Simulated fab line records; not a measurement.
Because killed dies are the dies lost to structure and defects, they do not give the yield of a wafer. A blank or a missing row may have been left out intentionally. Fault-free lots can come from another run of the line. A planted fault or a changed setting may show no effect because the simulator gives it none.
Matching of chambers / flow berkeley cmos170 / 4 sister chambers for UCB170_V2_ETCH_14 on rie diel-04
The step etches SiO2 in CHF3/CF4/Ar, stops on Al, target depth 1250 nm, time 291 s. 8 wafers are shown with their chamber, then 8 later ones without.

== WAFERS, EACH WITH ITS CHAMBER ==
wafer=L739.2; chamber=1; drypump motor current A (A)=5.6; throttle valve pct (%)=6.93
wafer=L739.6; chamber=2; drypump motor current A (A)=6.1; throttle valve pct (%)=6.75
wafer=L741.1; chamber=2; drypump motor current A (A)=6.1; throttle valve pct (%)=6.76
wafer=L741.6; chamber=1; drypump motor current A (A)=5.7; throttle valve pct (%)=6.92
wafer=L752.2; chamber=3; drypump motor current A (A)=6.4; throttle valve pct (%)=6.91
wafer=L752.4; chamber=0; drypump motor current A (A)=5.5; throttle valve pct (%)=6.91
wafer=L752.6; chamber=0; drypump motor current A (A)=5.5; throttle valve pct (%)=6.94
wafer=L750.2; chamber=3; drypump motor current A (A)=6.4; throttle valve pct (%)=6.90

== WAFERS WITHOUT THEIR CHAMBER ==
wafer=L750.3; drypump motor current A (A)=6.4; throttle valve pct (%)=6.89
wafer=L750.4; drypump motor current A (A)=5.4; throttle valve pct (%)=6.93
wafer=L748.1; drypump motor current A (A)=6.4; throttle valve pct (%)=6.90
wafer=L748.2; drypump motor current A (A)=5.5; throttle valve pct (%)=6.94
wafer=L748.6; drypump motor current A (A)=5.4; throttle valve pct (%)=6.94
wafer=L754.3; drypump motor current A (A)=6.4; throttle valve pct (%)=6.92
wafer=L754.4; drypump motor current A (A)=5.7; throttle valve pct (%)=6.94
wafer=L754.6; drypump motor current A (A)=6.1; throttle valve pct (%)=6.75

== WHICH CHAMBER EACH ONE RAN IN ==
wafer=L750.3; from the rows above=3; in truth=3
wafer=L750.4; from the rows above=0; in truth=0
wafer=L748.1; from the rows above=3; in truth=3
wafer=L748.2; from the rows above=0; in truth=0
wafer=L748.6; from the rows above=0; in truth=0
wafer=L754.3; from the rows above=3; in truth=3
wafer=L754.4; from the rows above=1; in truth=1
wafer=L754.6; from the rows above=2; in truth=2
Correctly placed: 8 of 8. Can't be placed from these rows: 0. Wrongly placed: 0.
How it was worked out, from the rows above alone: a wafer's distance from a chamber is the root of the sum, over the readings, of the square of ((its reading less the chamber's mean) divided by the reading's scatter). If the next closest chamber is less than 2 further off than the closest, the wafer can't be placed; otherwise it belongs to the closest. For every chamber, the mean is computed from those of its wafers that are shown. The scatter: the root of (the sum of the squares of (reading less its chamber's mean) over the shown wafers, divided by (wafers less chambers)).
